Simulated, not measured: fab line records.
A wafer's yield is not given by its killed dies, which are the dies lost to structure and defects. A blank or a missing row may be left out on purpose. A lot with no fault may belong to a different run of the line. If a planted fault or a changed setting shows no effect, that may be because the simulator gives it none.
fab line records -- flow rit_cmos
[record] lots = 16, wafers = 48, last_day = 7
route steps=202 shown PRETRO@74 GATE@96 PSD@145 CONTACT@169 M1@202
lots with no fault: from the same line, run without faults
start_h: hours from the record's opening day to when the first of the lot's shown wafers began -- wait_h: hours elapsed since this lot's preceding step -- " the same as in the row above -- L1.1+2: several wafers, shown together as one row -- - no value, or no start given -- * or withheld: withheld -- < > ~ a bound
route shown NAME@n: a module of which the file shows steps, and the number in the route of the first -- usual: the fault-free wafers' mean and standard deviation -- same: alike in all rows -- chamber/n: place in a boat -- sites: each site's reading -- _std_site: the values' standard deviation -- _edge_site: inner sites' mean taken away from outer sites' mean -- radius_mm: for every site, how far away it sits from the centre of the wafer -- mask NAME#n: copy n -- behind: tool/chamber where the wafer was last shaped -- hold: why the lot was held/for how many hours/how that ended -- device: the n, p or np transistor that did not switch -- end of line: the route-end tests of the same wafers -- step lacking rows: just its recipe -- killed: the dies lost at the first sort to structure and to defects; this is not the yield of the wafer -- map: a wafer's dies, x killed, . not, _ none there
set.NAME: the setting as run; set.NAME@STEP: as run at that earlier step -- model.NAME: the simulator's own value behind a step, which no gauge read
one table for each step of the route and one row for each wafer, over a sample of lots
services: when a tool's chamber went out of use (start_h, in hours from the record's first day, below 0 if earlier), for how many hours, and the reason
[[steps]]
[step RIT_PRETRO_TW_MEAS_10]
[usual] PRETRO_TW = 474/9.2
lot.wafer,tool,chamber,start_h,wait_h,PRETRO_TW
L225.1,film_metro-03,-,32.37,0.1,478
L225.3,film_metro-03,-,32.37,0.1,479
L225.5,film_metro-03,-,32.37,0.1,478
L226.1,film_metro-03,-,38.14,0.1,480
L226.2,film_metro-03,-,38.14,0.1,481
L226.4,film_metro-03,-,38.14,0.1,481
L227.2,film_metro-02,-,42.65,0.1,478
L227.3,film_metro-02,-,42.65,0.1,480
L227.4,film_metro-02,-,42.65,0.1,478
L228.1,film_metro-03,-,50.33,0.1,482
L228.4,film_metro-03,-,50.33,0.1,483
L228.6,film_metro-03,-,50.33,0.1,484
L229.1,film_metro-01,-,51.48,0.1,463
L229.3,film_metro-01,-,51.48,0.1,460
L229.4,film_metro-01,-,51.48,0.1,465
L230.2,film_metro-01,-,57.19,0.1,461
L230.3,film_metro-01,-,57.19,0.1,461
L230.5,film_metro-01,-,57.19,0.1,462
L231.2,film_metro-02,-,62.32,0.1,481
L231.3,film_metro-02,-,62.32,0.1,481
L231.4,film_metro-02,-,62.32,0.1,478
L233.1,film_metro-01,-,71.25,0.1,460
L233.4,film_metro-01,-,71.25,0.1,463
L233.6,film_metro-01,-,71.25,0.1,461
L234.1,film_metro-01,-,76.96,0.1,463
L234.2,film_metro-01,-,76.96,0.1,461
L234.4,film_metro-01,-,76.96,0.1,463
L235.2,film_metro-01,-,81.20,0.1,463
L235.3,film_metro-01,-,81.20,0.1,461
L235.4,film_metro-01,-,81.20,0.1,461
L236.1,film_metro-03,-,87.09,0.1,479
L236.5,film_metro-03,-,87.09,0.1,479
L236.6,film_metro-03,-,87.09,0.1,481
L237.2,film_metro-03,-,91.33,0.1,484
L237.4,film_metro-03,-,91.33,0.1,479
L237.5,film_metro-03,-,91.33,0.1,478
L238.2,film_metro-01,-,96.91,0.1,463
L238.3,film_metro-01,-,96.91,0.1,463
L238.4,film_metro-01,-,96.91,0.1,460
L239.1,film_metro-01,-,101.37,0.1,461
L239.4,film_metro-01,-,101.37,0.1,461
L239.5,film_metro-01,-,101.37,0.1,461
L240.1,film_metro-03,-,106.46,0.1,484
L240.2,film_metro-03,-,106.46,0.1,483
L240.4,film_metro-03,-,106.46,0.1,480
L248.2,film_metro-03,-,147.93,0.1,484
L248.4,film_metro-03,-,147.93,0.1,485
L248.5,film_metro-03,-,147.93,0.1,484
[step RIT_GATE_STRIP_20]
[recipe] chemistry = O2, time_s = 180, resist = NOVOLAK, platen_temp_c = withheld, power_w = 500, pressure_mtorr = 4000, o2_flow_sccm = 4000
[usual] drypump_motor_current_A = 5.6/0.45
lot.wafer,tool,chamber,start_h,wait_h,drypump_motor_current_A,rf_hours_counter_h
L225.1,plasma_asher-04,1,38.56,0.1,5.7,38
L225.3,plasma_asher-04,1,38.56,0.1,5.7,-
L225.5,plasma_asher-04,0,38.56,0.1,5.9,-
L226.1,plasma_asher-04,1,43.16,0.1,5.7,38
L226.2,plasma_asher-04,0,43.16,0.1,6.0,38
L226.4,plasma_asher-04,1,43.16,0.1,5.7,-
L227.2,plasma_asher-04,0,48.12,0.1,5.9,39
L227.3,plasma_asher-04,1,48.12,0.1,5.6,-
L227.4,plasma_asher-04,0,48.12,0.1,5.9,-
L228.1,plasma_asher-04,1,56.63,0.1,5.7,40
L228.4,plasma_asher-04,1,56.63,0.1,5.7,-
L228.6,plasma_asher-04,0,56.63,0.1,5.9,-
L229.1,plasma_asher-02,0,56.78,0.1,6.1,24
L229.3,plasma_asher-02,0,56.78,0.1,6.1,-
L229.4,plasma_asher-02,1,56.78,0.1,4.9,-
L230.2,plasma_asher-02,1,62.69,0.1,4.9,25
L230.3,plasma_asher-02,0,62.69,0.1,6.1,-
L230.5,plasma_asher-02,0,62.69,0.1,6.1,-
L231.2,plasma_asher-02,1,67.91,0.1,4.9,26
L231.3,plasma_asher-02,1,67.91,0.1,4.9,-
L231.4,plasma_asher-02,0,67.91,0.1,6.1,-
L233.1,plasma_asher-02,1,77.44,0.1,4.9,27
L233.4,plasma_asher-02,0,77.44,0.1,6.1,-
L233.6,plasma_asher-02,0,77.44,0.1,6.1,-
L234.1,plasma_asher-04,0,82.77,0.1,5.9,43
L234.2,plasma_asher-04,1,82.77,0.1,5.7,43
L234.4,plasma_asher-04,1,82.77,0.1,5.7,-
L235.2,plasma_asher-03,0,87.12,0.1,5.8,46
L235.3,plasma_asher-03,0,87.12,0.1,5.8,-
L235.4,plasma_asher-03,1,87.12,0.1,4.8,-
L236.1,plasma_asher-03,1,91.97,0.1,4.8,47
L236.5,plasma_asher-03,0,91.97,0.1,5.8,-
L236.6,plasma_asher-03,1,91.97,0.1,4.8,-
L237.2,plasma_asher-04,1,98.84,0.1,5.7,44
L237.4,plasma_asher-04,0,98.84,0.1,5.9,-
L237.5,plasma_asher-04,0,98.84,0.1,5.9,-
L238.2,plasma_asher-04,1,102.62,0.1,5.7,44
L238.3,plasma_asher-04,1,102.62,0.1,5.7,-
L238.4,plasma_asher-04,0,102.62,0.1,5.9,-
L239.1,plasma_asher-04,1,107.23,0.1,5.7,45
L239.4,plasma_asher-04,0,107.23,0.1,5.9,-
L239.5,plasma_asher-04,0,107.23,0.1,6.0,-
L240.1,plasma_asher-02,1,111.57,0.1,4.9,31
L240.2,plasma_asher-02,0,111.57,0.1,6.1,31
L240.4,plasma_asher-02,0,111.57,0.1,6.1,-
L248.2,plasma_asher-03,0,153.76,0.1,5.8,53
L248.4,plasma_asher-03,1,153.76,0.1,4.8,-
L248.5,plasma_asher-03,1,153.76,0.1,4.8,-
[step RIT_PSD_EXPOSE_03]
[recipe] mask_id = M10, na = 0.57, target_cd_nm = 40900, dose_mj = 250
lot.wafer,tool,chamber,start_h,wait_h,mask
L225.1+3+5,iline_stepper-01,0,49.49,0.1,M10#0
L226.1+2+4,iline_stepper-01,0,54.39,0.1,M10#0
L227.2+3+4,iline_stepper-02,0,59.32,0.2,M10#0
L228.1+4+6,iline_stepper-02,0,67.37,0.1,M10#0
L229.1+3+4,iline_stepper-01,0,69.38,0.2,M10#0
L230.2+3+5,iline_stepper-02,0,74.30,0.2,M10#0
L231.2+3+4,iline_stepper-01,0,78.69,0.2,M10#0
L233.1+4+6,iline_stepper-02,0,88.31,0.2,M10#0
L234.1+2+4,iline_stepper-01,0,94.60,0.2,M10#0
L235.2+3+4,iline_stepper-01,0,97.93,0.2,M10#0
L236.1+5+6,iline_stepper-01,0,102.89,0.1,M10#0
L237.2+4+5,iline_stepper-01,0,109.80,0.1,M10#0
L238.2+3+4,iline_stepper-02,0,115.04,0.2,M10#0
L239.1+4+5,iline_stepper-01,0,118.21,0.3,M10#0
L240.1+2+4,iline_stepper-01,0,122.59,0.1,M10#0
L248.2+4+5,iline_stepper-02,0,164.89,0.2,M10#0
[step RIT_PSD_OVL_MEAS_06]
[usual] PSD_OVL = -0.2/1.2
lot.wafer,tool,chamber,start_h,wait_h,PSD_OVL[nm]
L225.1,overlay-01,-,49.89,-,-1.4
L225.3,overlay-01,-,49.89,-,1.0
L225.5,overlay-01,-,49.89,-,-0.7
L226.1,overlay-02,-,54.79,-,-0.6
L226.2,overlay-02,-,54.79,-,-2.1
L226.4,overlay-02,-,54.79,-,-2.6
L227.2,overlay-02,-,59.71,-,0.2
L227.3,overlay-02,-,59.71,-,1.4
L227.4,overlay-02,-,59.71,-,1.0
L228.1,overlay-01,-,67.77,-,1.9
L228.4,overlay-01,-,67.77,-,1.0
L228.6,overlay-01,-,67.77,-,0.3
L229.1,overlay-01,-,69.78,-,-0.5
L229.3,overlay-01,-,69.78,-,-0.4
L229.4,overlay-01,-,69.78,-,-2.4
L230.2,overlay-01,-,74.69,-,-0.5
L230.3,overlay-01,-,74.69,-,-1.1
L230.5,overlay-01,-,74.69,-,-0.6
L231.2,overlay-02,-,79.08,-,-0.2
L231.3,overlay-02,-,79.08,-,1.8
L231.4,overlay-02,-,79.08,-,-0.4
L233.1,overlay-01,-,88.71,-,0.7
L233.4,overlay-01,-,88.71,-,1.0
L233.6,overlay-01,-,88.71,-,0.1
L234.1,overlay-02,-,95.00,-,-1.5
L234.2,overlay-02,-,95.00,-,-0.1
L234.4,overlay-02,-,95.00,-,0.5
L235.2,overlay-01,-,98.32,-,-0.7
L235.3,overlay-01,-,98.32,-,-1.0
L235.4,overlay-01,-,98.32,-,-2.5
L236.1,overlay-01,-,103.29,-,128.7
L236.5,overlay-01,-,103.29,-,128.4
L236.6,overlay-01,-,103.29,-,128.0
L237.2,overlay-01,-,110.19,-,131.5
L237.4,overlay-01,-,110.19,-,132.6
L237.5,overlay-01,-,110.19,-,132.6
L238.2,overlay-01,-,115.42,-,0.0
L238.3,overlay-01,-,115.42,-,0.0
L238.4,overlay-01,-,115.42,-,0.9
L239.1,overlay-02,-,118.64,-,130.5
L239.4,overlay-02,-,118.64,-,130.8
L239.5,overlay-02,-,118.64,-,129.5
L240.1,overlay-02,-,122.99,-,128.8
L240.2,overlay-02,-,122.99,-,130.1
L240.4,overlay-02,-,122.99,-,129.7
L248.2,overlay-02,-,165.27,-,0.0
L248.4,overlay-02,-,165.27,-,-1.1
L248.5,overlay-02,-,165.27,-,1.2
[step RIT_CONTACT_THK_MEAS_01]
[recipe] reads = SiO2_of_CONTACT_CVD_00
[usual] CONTACT_TEOS_THK = 400/5.6
lot.wafer,tool,chamber,start_h,wait_h,CONTACT_TEOS_THK[nm]
L225.1,film_metro-03,-,52.08,0.0,393
L225.3,film_metro-03,-,52.08,0.0,392
L225.5,film_metro-03,-,52.08,0.0,400
L226.1,film_metro-03,-,56.87,0.0,400
L226.2,film_metro-03,-,56.87,0.0,395
L226.4,film_metro-03,-,56.87,0.0,397
L227.2,film_metro-03,-,61.76,0.0,396
L227.3,film_metro-03,-,61.76,0.0,391
L227.4,film_metro-03,-,61.76,0.0,397
L228.1,film_metro-03,-,69.87,0.1,401
L228.4,film_metro-03,-,69.87,0.1,403
L228.6,film_metro-03,-,69.87,0.1,407
L229.1,film_metro-02,-,71.85,0.0,401
L229.3,film_metro-02,-,71.85,0.0,398
L229.4,film_metro-02,-,71.85,0.0,401
L230.2,film_metro-04,-,76.74,0.0,389
L230.3,film_metro-04,-,76.74,0.0,394
L230.5,film_metro-04,-,76.74,0.0,401
L231.2,film_metro-04,-,81.14,0.0,396
L231.3,film_metro-04,-,81.14,0.0,398
L231.4,film_metro-04,-,81.14,0.0,406
L233.1,film_metro-04,-,90.88,0.0,396
L233.4,film_metro-04,-,90.88,0.0,400
L233.6,film_metro-04,-,90.88,0.0,399
L234.1,film_metro-03,-,97.05,0.0,405
L234.2,film_metro-03,-,97.05,0.0,400
L234.4,film_metro-03,-,97.05,0.0,406
L235.2,film_metro-04,-,100.40,0.0,407
L235.3,film_metro-04,-,100.40,0.0,407
L235.4,film_metro-04,-,100.40,0.0,408
L236.1,film_metro-03,-,105.33,0.0,388
L236.5,film_metro-03,-,105.33,0.0,395
L236.6,film_metro-03,-,105.33,0.0,400
L237.2,film_metro-03,-,112.25,0.0,394
L237.4,film_metro-03,-,112.25,0.0,410
L237.5,film_metro-03,-,112.25,0.0,402
L238.2,film_metro-02,-,117.47,0.0,401
L238.3,film_metro-02,-,117.47,0.0,393
L238.4,film_metro-02,-,117.47,0.0,406
L239.1,film_metro-02,-,120.74,0.0,395
L239.4,film_metro-02,-,120.74,0.0,399
L239.5,film_metro-02,-,120.74,0.0,392
L240.1,film_metro-03,-,125.07,0.0,399
L240.2,film_metro-03,-,125.07,0.0,392
L240.4,film_metro-03,-,125.07,0.0,397
L248.2,film_metro-04,-,167.32,0.0,389
L248.4,film_metro-04,-,167.32,0.0,405
L248.5,film_metro-04,-,167.32,0.0,403
[step RIT_M1_PROBE_99]
[usual] killed_at_contacts = 0.1/0.32, killed_at_front_end = 7/3, killed_dies = 7/3, killed_open = 3.4/2.2, killed_short = 3.3/1.8
[same] gross_dies = 264, killed_at_M0_to_M3 = 0, killed_at_M4_up = 0, killed_at_back_side = 0, killed_at_other = 0
lot.wafer,tool,chamber,start_h,wait_h,killed_at_contacts,killed_at_front_end,killed_dies,killed_open,killed_short
L234.1,prober-02,-,104.61,0.1,0,8,8,0,8
L234.2,prober-02,-,104.66,0.1,0,5,5,2,3
L234.4,prober-02,-,104.76,0.2,0,13,13,10,3
L236.1,prober-02,-,111.57,0.1,0,7,7,5,2
L236.5,prober-02,-,111.77,0.2,0,1,1,0,1
L236.6,prober-02,-,111.82,0.2,0,9,9,5,4
L237.2,prober-01,-,119.56,0.1,0,5,5,5,0
L237.4,prober-01,-,119.66,0.2,0,4,4,1,3
L237.5,prober-01,-,119.71,0.2,0,7,7,3,4
L238.2,prober-02,-,123.87,0.1,0,8,8,5,3
L238.3,prober-02,-,123.92,0.2,0,4,4,2,2
L238.4,prober-02,-,123.97,0.2,0,7,7,4,3
L239.1,prober-01,-,127.32,0.1,0,6,6,2,4
L239.4,prober-01,-,127.47,0.2,0,9,9,2,7
L239.5,prober-01,-,127.52,0.2,0,6,6,3,3
L240.1,prober-02,-,131.73,0.1,0,6,6,4,2
L240.2,prober-02,-,131.78,0.1,1,5,6,2,4
L240.4,prober-02,-,131.88,0.2,1,3,4,2,2
// killed by level:class
L234.1 GATE:geometric_particle:short=6 REOX:geometric_particle:short=2
L234.2 GATE:geometric_particle:open=2 SPACER:geometric_particle:short=2 GATE:geometric_particle:short=1
L234.4 GATE:geometric_particle:open=3 REOX:geometric_particle:open=2 SPACER:geometric_particle:open=2 SPACER:geometric_particle:short=2 SILICIDE:geometric_particle:open=2 FOX1:geometric_particle:short=1 FOX1:geometric_particle:open=1
L236.1 GATE:geometric_particle:open=4 GATE:geometric_particle:short=1 SILICIDE:geometric_particle:short=1 SILICIDE:geometric_particle:open=1
L236.5 REOX:geometric_particle:short=1
L236.6 FOX1:geometric_particle:open=2 GATE:geometric_particle:short=2 GATE:geometric_particle:open=2 REOX:geometric_particle:open=1 SPACER:geometric_particle:short=1 SILICIDE:geometric_particle:short=1
L237.2 FOX2:geometric_particle:open=2 FOX1:geometric_particle:open=1 GATE:geometric_particle:open=1 SPACER:geometric_particle:open=1
L237.4 GATE:geometric_particle:short=1 REOX:geometric_particle:short=1 SPACER:geometric_particle:short=1 SILICIDE:geometric_particle:open=1
L237.5 GATE:geometric_particle:open=3 GATE:geometric_particle:short=2 FOX1:geometric_particle:short=1 REOX:geometric_particle:short=1
L238.2 GATE:geometric_particle:open=3 FOX1:geometric_particle:open=2 GATE:geometric_particle:short=2 FOX1:geometric_particle:short=1
L238.3 FOX1:geometric_particle:short=2 FOX1:geometric_particle:open=1 GATE:geometric_particle:open=1
L238.4 GATE:geometric_particle:open=3 FOX1:geometric_particle:short=1 FOX2:geometric_particle:short=1 GATE:geometric_particle:short=1 REOX:geometric_particle:open=1
L239.1 GATE:geometric_particle:short=2 FOX2:geometric_particle:short=1 REOX:geometric_particle:short=1 SPACER:geometric_particle:open=1 SILICIDE:geometric_particle:open=1
L239.4 GATE:geometric_particle:short=2 SPACER:geometric_particle:short=2 FOX1:geometric_particle:short=1 GATE:geometric_particle:open=1 REOX:geometric_particle:short=1 REOX:geometric_particle:open=1 SILICIDE:geometric_particle:short=1
L239.5 FOX1:geometric_particle:short=2 FOX2:geometric_particle:short=1 REOX:geometric_particle:open=1 SPACER:geometric_particle:open=1 SILICIDE:geometric_particle:open=1
L240.1 GATE:geometric_particle:short=2 GATE:geometric_particle:open=2 FOX1:geometric_particle:open=1 REOX:geometric_particle:open=1
L240.2 GATE:geometric_particle:open=1 GATE:geometric_particle:short=1 REOX:geometric_particle:short=1 SPACER:geometric_particle:short=1 SILICIDE:geometric_particle:open=1 CONTACT:geometric_particle:short=1
L240.4 GATE:geometric_particle:short=1 REOX:geometric_particle:open=1 SPACER:geometric_particle:short=1 CONTACT:geometric_particle:open=1
[[services]]
tool,chamber,start_h,hours,kind
plasma_asher-02,-,24.19,15.5,repair
iline_stepper-02,-,52.03,1.8,repair
iline_stepper-02,-,96.84,5.0,repair
plasma_asher-04,-,108.75,9.0,pm
plasma_asher-04,0,108.75,9.0,vent_cycle
plasma_asher-04,1,108.75,9.0,vent_cycle
iline_stepper-02,-,117.01,1.7,pm
plasma_asher-04,0,117.75,-,clean
plasma_asher-04,1,117.75,-,clean
iline_stepper-02,-,132.21,2.2,repair
plasma_asher-03,-,145.22,4.3,pm
[[key]]
[first_sign] step = RIT_PSD_OVL_MEAS_06, reading = PSD_OVL, direction = up, sigmas = 99+, usual = -0.2, struck = 130.1
effect none on later readings
met_at RIT_PSD_EXPOSE_03
struck_lots L236,L237,L239,L240
tester_left_out L236,L237,L239,L240
not_acting_at RIT_PRETRO_TW_MEAS_10,RIT_GATE_STRIP_20,RIT_CONTACT_THK_MEAS_01
onset_between 97.93 102.89
[fault] kind = scanner_matching_overlay, tool = iline_stepper-01, chamber = -, onset_h = 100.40, steps = RIT_PSD_EXPOSE_03, offset = 130
// tester_left_out: of these lots the tester's yield and bins aren't shown, on N5 and GAA mostly nor the transistor test; their killed dies are dies lost to structure and defects alone, not to doping, threshold or leakage, so they don't give the yield
